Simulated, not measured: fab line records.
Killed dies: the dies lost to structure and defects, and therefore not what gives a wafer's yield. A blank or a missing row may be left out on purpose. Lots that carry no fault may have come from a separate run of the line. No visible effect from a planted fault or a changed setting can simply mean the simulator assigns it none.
Shared-tool check :: flow ritCmos :: 14 lots, 51 wafers sampled

== WHY THIS WAS OPENED ==
Of 14 lots, 3 have the reading NWELL_TW flagged at RIT_NWELL_TW_MEAS_10. No-fault wafers: 2130, standard deviation 11.
Rule: flag the lot when none of its wafers has a number, or when each of its wafers that has one lies beyond 4 standard deviations from that mean. The rest of the lots are taken to be sound.

lot: L461
measured: day 2 02:04
on: filmMetro-01
NWELL_TW, wafer by wafer: 2107 2115 2122
flag: 

lot: L462
measured: day 2 05:23
on: filmMetro-03
NWELL_TW, wafer by wafer: 2145 2117 2135
flag: 

lot: L463
measured: day 2 08:12
on: filmMetro-01
NWELL_TW, wafer by wafer: 2116 2114 2128
flag: 

lot: L464
measured: day 2 14:42
on: filmMetro-03
NWELL_TW, wafer by wafer: 2127 2127 2127
flag: 

lot: L465
measured: day 2 18:46
on: filmMetro-03
NWELL_TW, wafer by wafer: 2121 2125 2126
flag: 

lot: L466
measured: day 2 23:29
on: filmMetro-01
NWELL_TW, wafer by wafer: 2122 2118 2125
flag: 

lot: L467
measured: day 3 04:29
on: filmMetro-04
NWELL_TW, wafer by wafer: 2140 2138 2163
flag: 

lot: L468
measured: day 3 09:46
on: filmMetro-01
NWELL_TW, wafer by wafer: 2132 2138 2131
flag: 

lot: L469
measured: day 3 14:06
on: filmMetro-01
NWELL_TW, wafer by wafer: 2152 2135 2134
flag: 

lot: L470
measured: day 3 21:14
on: filmMetro-03
NWELL_TW, wafer by wafer: 2232 2225 2227 2243 2226 2226
flag: FLAGGED

lot: L471
measured: day 4 00:26
on: filmMetro-01
NWELL_TW, wafer by wafer: 2228 2215 2209 2216 2207 2219
flag: FLAGGED

lot: L472
measured: day 4 09:05
on: filmMetro-03
NWELL_TW, wafer by wafer: 2239 2233 2240 2244 2243 2242
flag: FLAGGED

lot: L478
measured: day 5 15:34
on: filmMetro-01
NWELL_TW, wafer by wafer: 2123 2114 2121
flag: 

lot: L482
measured: day 6 10:18
on: filmMetro-04
NWELL_TW, wafer by wafer: 2141 2129 2127
flag: 
On average the flagged lots' numbers are 2229, which is +99 against the usual, or +9 standard deviations.

== WHICH TOOL RAN EACH LOT ==
The record keeps 1 process step preceding the reading, out of 202 steps on the route. Read each cell as the tool, then ch plus the chambers that the sampled wafers visited, then the start.
lot: L461
flag: 
RIT_NWELL_IMPLANT_08: implanter-03 ch 0, day 2 01:35

lot: L462
flag: 
RIT_NWELL_IMPLANT_08: implanter-01 ch 0, day 2 05:04

lot: L463
flag: 
RIT_NWELL_IMPLANT_08: implanter-01 ch 0, day 2 07:53

lot: L464
flag: 
RIT_NWELL_IMPLANT_08: implanter-03 ch 0, day 2 14:22

lot: L465
flag: 
RIT_NWELL_IMPLANT_08: implanter-01 ch 0, day 2 18:28

lot: L466
flag: 
RIT_NWELL_IMPLANT_08: implanter-02 ch 0, day 2 23:11

lot: L467
flag: 
RIT_NWELL_IMPLANT_08: implanter-03 ch 0, day 3 04:10

lot: L468
flag: 
RIT_NWELL_IMPLANT_08: implanter-03 ch 0, day 3 09:28

lot: L469
flag: 
RIT_NWELL_IMPLANT_08: implanter-02 ch 0, day 3 13:46

lot: L470
flag: FLAGGED
RIT_NWELL_IMPLANT_08: implanter-02 ch 0, day 3 20:54

lot: L471
flag: FLAGGED
RIT_NWELL_IMPLANT_08: implanter-02 ch 0, day 4 00:10

lot: L472
flag: FLAGGED
RIT_NWELL_IMPLANT_08: implanter-02 ch 0, day 4 08:46

lot: L478
flag: 
RIT_NWELL_IMPLANT_08: implanter-03 ch 0, day 5 15:16

lot: L482
flag: 
RIT_NWELL_IMPLANT_08: implanter-01 ch 0, day 6 09:59
What the steps here do:
- RIT_NWELL_IMPLANT_08
- RIT_NWELL_TW_MEAS_10

== FLAGGED AGAINST TOTAL, ONE TOOL AT A TIME (gauges that did the reading follow at the end) ==
step: RIT_NWELL_IMPLANT_08
tool: implanter-01
lots run: 4
flagged: 0
share of the flagged lots: none
sound lots run after its first flagged lot: -

step: RIT_NWELL_IMPLANT_08
tool: implanter-02
lots run: 5
flagged: 3
share of the flagged lots: all
sound lots run after its first flagged lot: 0

step: RIT_NWELL_IMPLANT_08
tool: implanter-03
lots run: 5
flagged: 0
share of the flagged lots: none
sound lots run after its first flagged lot: -

step: RIT_NWELL_TW_MEAS_10
tool: filmMetro-01
lots run: 7
flagged: 1
share of the flagged lots: some
sound lots run after its first flagged lot: 1 (L478)

step: RIT_NWELL_TW_MEAS_10
tool: filmMetro-03
lots run: 5
flagged: 2
share of the flagged lots: some
sound lots run after its first flagged lot: 0

step: RIT_NWELL_TW_MEAS_10
tool: filmMetro-04
lots run: 2
flagged: 0
share of the flagged lots: none
sound lots run after its first flagged lot: -

== WHAT THE TABLE ALLOWS ==
All flagged lots share 1 row of the table, namely implanter-02 at RIT_NWELL_IMPLANT_08.
- implanter-02 at RIT_NWELL_IMPLANT_08: 3 of its 5 lots flagged. It ran its last sound lot, L469, at day 3 13:46 and its first flagged lot, L470, at day 3 20:54: a fault with its onset between the two fits. Its own readings (doseIonsCm2, faradayCurrentUA) fall more than 4 standard deviations out on all wafers of the flagged lots.
What remains is a single tool, implanter-02 at RIT_NWELL_IMPLANT_08.

== WHAT THE SIMULATOR HAD PUT IN ==
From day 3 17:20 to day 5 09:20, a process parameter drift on implanter-02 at RIT_NWELL_IMPLANT_08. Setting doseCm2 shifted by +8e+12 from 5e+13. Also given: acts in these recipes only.
Lots struck among those shown: L470, L471, L472. The rule above found the same.
